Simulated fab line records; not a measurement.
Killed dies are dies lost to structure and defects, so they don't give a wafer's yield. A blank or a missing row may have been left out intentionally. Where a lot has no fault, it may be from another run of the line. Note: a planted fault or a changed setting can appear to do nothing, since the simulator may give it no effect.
fab line records ; flow berkeley_cmos170
record: lots: 14; wafers: 42; last_day: 12
route steps=331 shown NSD@193 M2@274 V2@307 M3@319
lots untouched by any fault: they come from a run of this same line in which no faults occurred
start_h: start of the lot's first displayed wafer, in hours after the record's first day ; wait_h: time in hours since the lot's previous step ; " as in the row above ; L1.1+2: a row that stands for several wafers ; - no value, or no start given ; * or withheld: withheld ; < > ~ a bound
route shown NAME@n: names a module that has steps shown in the file, with the first one's number in the route ; usual: average and standard deviation across the fault-free wafers ; same: alike in all rows ; chamber/n: place in a boat ; sites: readings site by site ; _std_site: standard deviation of those values ; _edge_site: the outer-site mean with the inner-site mean subtracted ; radius_mm: how far each site lies from the wafer's centre ; mask NAME#n: copy n ; behind: tool/chamber where the wafer was last shaped ; hold: the reason the lot was held/the length of the hold in hours/how it ended ; device: whichever transistor did not switch (one of n, p or np) ; end of line: the same wafers' tests at the end of the route ; where a step has no rows: the recipe by itself ; killed: count of dies lost to structure and defects at first sort (not the wafer's yield) ; map: dies across one wafer; x = killed, . = not, _ = none there
set.NAME: the setting as run; set.NAME@STEP: as run at that earlier step ; model.NAME: the simulator's own value behind a step, which no gauge read
steps of the route over a sample of lots; a table a step, a row a wafer
services: from which hour (start_h, from the record's first day; less than 0 if before it) a tool's chamber was out of use, for how many hours, and why
== steps ==
step: UCB170_NSD_CD_MEAS_06
recipe: target_cd_nm: 1200
usual: cd_nm: 1199.8/1.5
lot.wafer;tool;chamber;start_h;wait_h;cd_nm
L556.1;cd_sem-02;-;142.42;-;1198.8
L556.3;cd_sem-02;-;142.42;-;1199.5
L556.6;cd_sem-02;-;142.42;-;1199.5
L557.3;cd_sem-02;-;142.97;-;1197.4
L557.5;cd_sem-02;-;142.97;-;1196.3
L557.6;cd_sem-02;-;142.97;-;1197.1
L558.1;cd_sem-02;-;158.33;-;1201.6
L558.3;cd_sem-02;-;158.33;-;1199.8
L558.6;cd_sem-02;-;158.33;-;1201.1
L560.2;cd_sem-01;-;166.42;-;1199.9
L560.4;cd_sem-01;-;166.42;-;1200.1
L560.5;cd_sem-01;-;166.42;-;1198.8
L564.3;cd_sem-01;-;167.79;-;1200.8
L564.4;cd_sem-01;-;167.79;-;1201.2
L564.6;cd_sem-01;-;167.79;-;1201.0
L563.1;cd_sem-02;-;167.89;-;1201.9
L563.3;cd_sem-02;-;167.89;-;1202.5
L563.6;cd_sem-02;-;167.89;-;1200.1
L566.2;cd_sem-02;-;192.72;-;1198.4
L566.3;cd_sem-02;-;192.72;-;1196.9
L566.4;cd_sem-02;-;192.72;-;1198.1
L565.1;cd_sem-02;-;193.10;-;1198.0
L565.4;cd_sem-02;-;193.10;-;1198.3
L565.5;cd_sem-02;-;193.10;-;1198.3
L567.1;cd_sem-01;-;193.37;-;1198.9
L567.2;cd_sem-01;-;193.37;-;1199.3
L567.4;cd_sem-01;-;193.37;-;1200.0
L570.1;cd_sem-01;-;199.77;-;1198.9
L570.2;cd_sem-01;-;199.77;-;1199.0
L570.6;cd_sem-01;-;199.77;-;1198.5
L568.3;cd_sem-02;-;200.05;-;1200.9
L568.5;cd_sem-02;-;200.05;-;1202.7
L568.6;cd_sem-02;-;200.05;-;1200.5
L573.3;cd_sem-01;-;219.09;-;1198.5
L573.4;cd_sem-01;-;219.09;-;1197.5
L573.6;cd_sem-01;-;219.09;-;1197.6
L579.2;cd_sem-01;-;255.36;-;1201.6
L579.3;cd_sem-01;-;255.36;-;1200.5
L579.6;cd_sem-01;-;255.36;-;1200.3
L578.1;cd_sem-02;-;269.26;-;1200.5
L578.2;cd_sem-02;-;269.26;-;1200.6
L578.5;cd_sem-02;-;269.26;-;1199.9
step: UCB170_M2_THK_MEAS_03
recipe: thk_meas_gauge: xrf; reads: Al_of_M2_SPUTTER_01
usual: M2_AL_THK: 889/13
lot.wafer;tool;chamber;start_h;wait_h;M2_AL_THK[nm]
L556.1;film_metro-03;-;159.80;0.1;904
L556.3;film_metro-03;-;159.80;0.1;891
L556.6;film_metro-03;-;159.80;0.1;894
L557.3;film_metro-04;-;160.82;0.1;912
L557.5;film_metro-04;-;160.82;0.1;908
L557.6;film_metro-04;-;160.82;0.1;907
L558.1;film_metro-03;-;178.07;0.1;891
L558.3;film_metro-03;-;178.07;0.1;879
L558.6;film_metro-03;-;178.07;0.1;887
L564.3;film_metro-04;-;185.25;0.1;904
L564.4;film_metro-04;-;185.25;0.1;880
L564.6;film_metro-04;-;185.25;0.1;902
L563.1;film_metro-01;-;185.35;0.1;905
L563.3;film_metro-01;-;185.35;0.1;906
L563.6;film_metro-01;-;185.35;0.1;906
L560.2;film_metro-04;-;185.79;0.1;895
L560.4;film_metro-04;-;185.79;0.1;909
L560.5;film_metro-04;-;185.79;0.1;873
L566.2;film_metro-04;-;210.72;0.1;888
L566.3;film_metro-04;-;210.72;0.1;894
L566.4;film_metro-04;-;210.72;0.1;877
L567.1;film_metro-03;-;210.95;0.1;882
L567.2;film_metro-03;-;210.95;0.1;874
L567.4;film_metro-03;-;210.95;0.1;875
L565.1;film_metro-04;-;211.25;0.1;896
L565.4;film_metro-04;-;211.25;0.1;897
L565.5;film_metro-04;-;211.25;0.1;894
L570.1;film_metro-03;-;223.18;0.1;895
L570.2;film_metro-03;-;223.18;0.1;884
L570.6;film_metro-03;-;223.18;0.1;878
L568.3;film_metro-04;-;223.68;0.1;888
L568.5;film_metro-04;-;223.68;0.1;907
L568.6;film_metro-04;-;223.68;0.1;904
L573.3;film_metro-03;-;239.81;0.1;869
L573.4;film_metro-03;-;239.81;0.1;883
L573.6;film_metro-03;-;239.81;0.1;868
L579.2;film_metro-01;-;275.50;0.1;875
L579.3;film_metro-01;-;275.50;0.1;890
L579.6;film_metro-01;-;275.50;0.1;885
L578.1;film_metro-04;-;289.22;0.1;870
L578.2;film_metro-04;-;289.22;0.1;885
L578.5;film_metro-04;-;289.22;0.1;891
step: UCB170_V2_STRIP_15
recipe: chemistry: O2; power_w: 400; pressure_mtorr: 3500; platen_temp_c: withheld; o2_flow_sccm: 400; overash_fraction: 0.5
usual: drypump_motor_current_A: 5.8/0.42; oes_product_au: 0.722/0.0044; strip_time_to_endpoint_s: 15.35/0.13
same: overash_fraction: 0.5
lot.wafer;tool;chamber;start_h;wait_h;drypump_motor_current_A;oes_product_au;rf_hours_counter_h;strip_time_to_endpoint_s
L556.1;plasma_asher-01;0;164.66;0.1;6.5;0.723;47;15.16
L556.3;plasma_asher-01;0;164.66;0.1;6.5;0.727;-;15.44
L556.6;plasma_asher-01;0;164.66;0.1;6.5;0.731;-;15.64
L557.3;plasma_asher-03;0;165.89;0.1;5.4;0.718;-;15.43
L557.5;plasma_asher-03;1;165.89;0.1;5.4;0.728;-;15.53
L557.6;plasma_asher-03;0;165.89;0.1;5.5;0.721;-;15.56
L558.1;plasma_asher-01;1;183.52;0.1;5.5;0.723;49;15.38
L558.3;plasma_asher-01;0;183.52;0.1;6.5;0.724;-;15.17
L558.6;plasma_asher-01;1;183.52;0.1;5.5;0.721;-;15.40
L564.3;plasma_asher-03;0;192.06;0.1;5.4;0.723;-;15.23
L564.4;plasma_asher-03;1;192.06;0.1;5.4;0.725;-;15.20
L564.6;plasma_asher-03;1;192.06;0.1;5.4;0.721;-;15.30
L563.1;plasma_asher-03;1;192.28;0.1;5.4;0.721;51;15.15
L563.3;plasma_asher-03;1;192.28;0.1;5.4;0.717;-;15.33
L563.6;plasma_asher-03;1;192.28;0.1;5.4;0.723;-;15.16
L560.2;plasma_asher-02;0;192.69;0.1;5.7;0.721;41;15.44
L560.4;plasma_asher-02;0;192.69;0.1;5.7;0.715;-;15.35
L560.5;plasma_asher-02;0;192.69;0.1;5.7;0.722;-;15.39
L566.2;plasma_asher-02;1;215.01;0.1;6.1;0.723;43;15.19
L566.3;plasma_asher-02;1;215.01;0.1;6.1;0.723;-;15.28
L566.4;plasma_asher-02;0;215.01;0.1;5.7;0.731;-;15.50
L567.1;plasma_asher-01;0;215.50;0.1;6.5;0.725;52;15.33
L567.2;plasma_asher-01;1;215.50;0.1;5.5;0.720;52;15.36
L567.4;plasma_asher-01;1;215.50;0.1;5.5;0.719;-;15.31
L565.1;plasma_asher-01;0;215.95;0.1;6.5;0.728;53;15.56
L565.4;plasma_asher-01;1;215.95;0.1;5.5;0.724;-;15.23
L565.5;plasma_asher-01;0;215.95;0.1;6.5;0.726;-;15.49
L570.1;plasma_asher-03;1;230.05;0.1;5.3;0.721;54;15.22
L570.2;plasma_asher-03;0;230.05;0.1;5.4;0.723;54;15.15
L570.6;plasma_asher-03;1;230.05;0.1;5.4;0.725;-;15.39
L568.3;plasma_asher-02;1;230.44;0.1;6.1;0.721;-;15.53
L568.5;plasma_asher-02;0;230.44;0.1;5.7;0.724;-;15.45
L568.6;plasma_asher-02;1;230.44;0.1;6.1;0.729;-;15.27
L573.3;plasma_asher-03;0;245.94;0.1;5.4;0.720;-;15.36
L573.4;plasma_asher-03;1;245.94;0.1;5.4;0.722;-;15.43
L573.6;plasma_asher-03;1;245.94;0.1;5.4;0.725;-;15.24
L579.2;plasma_asher-01;1;281.91;0.1;5.5;0.722;59;15.28
L579.3;plasma_asher-01;0;281.91;0.1;6.5;0.717;-;15.31
L579.6;plasma_asher-01;0;281.91;0.1;6.5;0.712;-;15.35
L578.1;plasma_asher-03;0;295.61;0.1;5.4;0.718;62;15.28
L578.2;plasma_asher-03;1;295.61;0.1;5.3;0.722;62;15.19
L578.5;plasma_asher-03;0;295.61;0.1;5.5;0.714;-;15.26
step: UCB170_M3_COAT_10
recipe: resist: KrF; spin_rpm: 1500; resist_thk_nm: 900
usual: spin_speed_rpm: 1500.1/0.92
lot.wafer;tool;chamber;start_h;wait_h;spin_speed_rpm
L556.1;litho_track-03;0;166;-;1500.3
L556.3;litho_track-03;0;166;-;1500.3
L556.6;litho_track-03;0;166;-;1499.3
L557.3;litho_track-03;0;167;-;1500.9
L557.5;litho_track-03;0;167;-;1500.3
L557.6;litho_track-03;0;167;-;1500.4
L558.1;litho_track-04;0;186;-;1499.7
L558.3;litho_track-04;0;186;-;1499.2
L558.6;litho_track-04;0;186;-;1500.4
L564.3;litho_track-02;0;193;-;1499.7
L564.4;litho_track-02;0;193;-;1499.5
L564.6;litho_track-02;0;193;-;1499.1
L563.1;litho_track-04;0;193;-;1384.5
L563.3;litho_track-04;0;193;-;1385.1
L563.6;litho_track-04;0;193;-;1383.1
L560.2;litho_track-04;0;194;-;1383.1
L560.4;litho_track-04;0;194;-;1385.1
L560.5;litho_track-04;0;194;-;1383.6
L566.2;litho_track-02;0;216;-;1500.2
L566.3;litho_track-02;0;216;-;1499.7
L566.4;litho_track-02;0;216;-;1500.4
L567.1;litho_track-02;0;217;-;1500.5
L567.2;litho_track-02;0;217;-;1499.8
L567.4;litho_track-02;0;217;-;1500.4
L565.1;litho_track-03;0;217;-;1501.3
L565.4;litho_track-03;0;217;-;1499.8
L565.5;litho_track-03;0;217;-;1500.6
L570.1;litho_track-02;0;232;-;1501.8
L570.2;litho_track-02;0;232;-;1501.1
L570.6;litho_track-02;0;232;-;1499.4
L568.3;litho_track-02;0;232;-;1500.1
L568.5;litho_track-02;0;232;-;1501.2
L568.6;litho_track-02;0;232;-;1502.6
L573.3;litho_track-03;0;247;-;1500.0
L573.4;litho_track-03;0;247;-;1499.6
L573.6;litho_track-03;0;247;-;1499.5
L579.2;litho_track-02;0;283;-;1498.5
L579.3;litho_track-02;0;283;-;1499.2
L579.6;litho_track-02;0;283;-;1500.6
L578.1;litho_track-02;0;297;-;1499.5
L578.2;litho_track-02;0;297;-;1501.2
L578.5;litho_track-02;0;297;-;1500.2
step: UCB170_M3_STRIP_19
recipe: chemistry: O2; power_w: 400; pressure_mtorr: 3500; platen_temp_c: withheld; o2_flow_sccm: 400; overash_fraction: 0.5
usual: drypump_motor_current_A: 5.9/0.38; oes_product_au: 0.530/0.018
same: overash_fraction: 0.5
lot.wafer;tool;chamber;start_h;wait_h;drypump_motor_current_A;oes_product_au;rf_hours_counter_h
L556.1;plasma_asher-04;0;167.98;0.1;5.8;0.558;4
L556.3;plasma_asher-04;1;167.98;0.1;6.2;0.507;-
L556.6;plasma_asher-04;1;167.98;0.1;6.2;0.506;-
L557.3;plasma_asher-04;0;168.86;0.1;5.8;0.526;-
L557.5;plasma_asher-04;0;168.86;0.1;5.8;0.541;-
L557.6;plasma_asher-04;1;168.86;0.1;6.2;0.527;-
L558.1;plasma_asher-04;0;188.28;0.1;5.8;0.554;6
L558.3;plasma_asher-04;0;188.28;0.1;5.8;0.553;-
L558.6;plasma_asher-04;1;188.28;0.1;6.2;0.513;-
L564.3;plasma_asher-04;0;195.04;0.1;5.8;0.537;-
L564.4;plasma_asher-04;1;195.04;0.1;6.2;0.540;-
L564.6;plasma_asher-04;1;195.04;0.1;6.2;0.532;-
L563.1;plasma_asher-01;0;195.12;0.1;6.5;0.594;51
L563.3;plasma_asher-01;1;195.12;0.1;5.5;0.588;-
L563.6;plasma_asher-01;0;195.12;0.1;6.5;0.590;-
L560.2;plasma_asher-04;0;195.53;0.1;5.8;0.566;7
L560.4;plasma_asher-04;0;195.53;0.1;5.8;0.569;-
L560.5;plasma_asher-04;1;195.53;0.1;6.2;0.571;-
L566.2;plasma_asher-03;1;217.78;0.1;5.4;0.541;54
L566.3;plasma_asher-03;1;217.78;0.1;5.4;0.532;-
L566.4;plasma_asher-03;0;217.78;0.1;5.4;0.522;-
L567.1;plasma_asher-04;1;218.41;0.1;6.2;0.501;9
L567.2;plasma_asher-04;0;218.41;0.1;5.8;0.548;9
L567.4;plasma_asher-04;0;218.41;0.1;5.8;0.545;-
L565.1;plasma_asher-01;0;218.66;0.1;6.5;0.543;53
L565.4;plasma_asher-01;0;218.66;0.1;6.5;0.559;-
L565.5;plasma_asher-01;0;218.66;0.1;6.5;0.493;-
L570.1;plasma_asher-04;1;233.29;0.1;6.2;0.531;10
L570.2;plasma_asher-04;0;233.29;0.1;5.8;0.538;10
L570.6;plasma_asher-04;0;233.29;0.1;5.8;0.521;-
L568.3;plasma_asher-04;0;233.96;0.1;5.8;0.497;-
L568.5;plasma_asher-04;1;233.96;0.1;6.2;0.503;-
L568.6;plasma_asher-04;0;233.96;0.1;5.8;0.545;-
L573.3;plasma_asher-03;1;248.61;0.1;5.3;0.521;-
L573.4;plasma_asher-03;0;248.61;0.1;5.4;0.557;-
L573.6;plasma_asher-03;1;248.61;0.1;5.3;0.513;-
L579.2;plasma_asher-04;0;285.10;0.1;5.8;0.548;16
L579.3;plasma_asher-04;0;285.10;0.1;5.8;0.542;-
L579.6;plasma_asher-04;0;285.10;0.1;5.8;0.551;-
L578.1;plasma_asher-04;1;299.44;0.1;6.2;0.553;17
L578.2;plasma_asher-04;0;299.44;0.1;5.8;0.517;17
L578.5;plasma_asher-04;1;299.44;0.1;6.2;0.521;-
== services ==
tool;chamber;start_h;hours;kind
plasma_asher-04;-;145.42;14.6;pm
plasma_asher-03;-;214.55;2.8;pm
plasma_asher-03;-;218.17;2.3;repair
plasma_asher-02;-;281.02;3.2;repair
== key ==
first_sign: step: UCB170_M3_COAT_10; reading: spin_speed_rpm; direction: down; sigmas: 99+; usual: 1500.1; struck: 1384.1
effect: step: UCB170_M3_STRIP_19; reading: oes_product_au; direction: up; sigmas: 2.8; usual: 0.530; struck: 0.580
met_at UCB170_M3_COAT_10
struck_lots L560,L563
sort_left_out L563.1,L563.3,L563.6
tester_left_out L563
not_acting_at UCB170_NSD_CD_MEAS_06,UCB170_M2_THK_MEAS_03,UCB170_V2_STRIP_15
earlier_fault: kind: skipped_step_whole; tool: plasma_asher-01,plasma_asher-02; chamber: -; onset_h: 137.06; steps: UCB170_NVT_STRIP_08; scope: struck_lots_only
fault: kind: process_parameter_drift; tool: litho_track-04; chamber: -; onset_h: 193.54; steps: UCB170_M3_COAT_10; channel: spin_rpm; offset: -115.41; shape: step; acts_in: these_recipes_only; stated: 1500
tester_left_out: of these lots the tester's yield and bins aren't shown, on N5 and GAA mostly nor the transistor test; their killed dies are dies lost to structure and defects alone, not to doping, threshold or leakage, so they don't give the yield
sort_left_out: the simulated sort isn't trusted on such a fault, so these wafers' sort isn't shown, and their yield isn't known
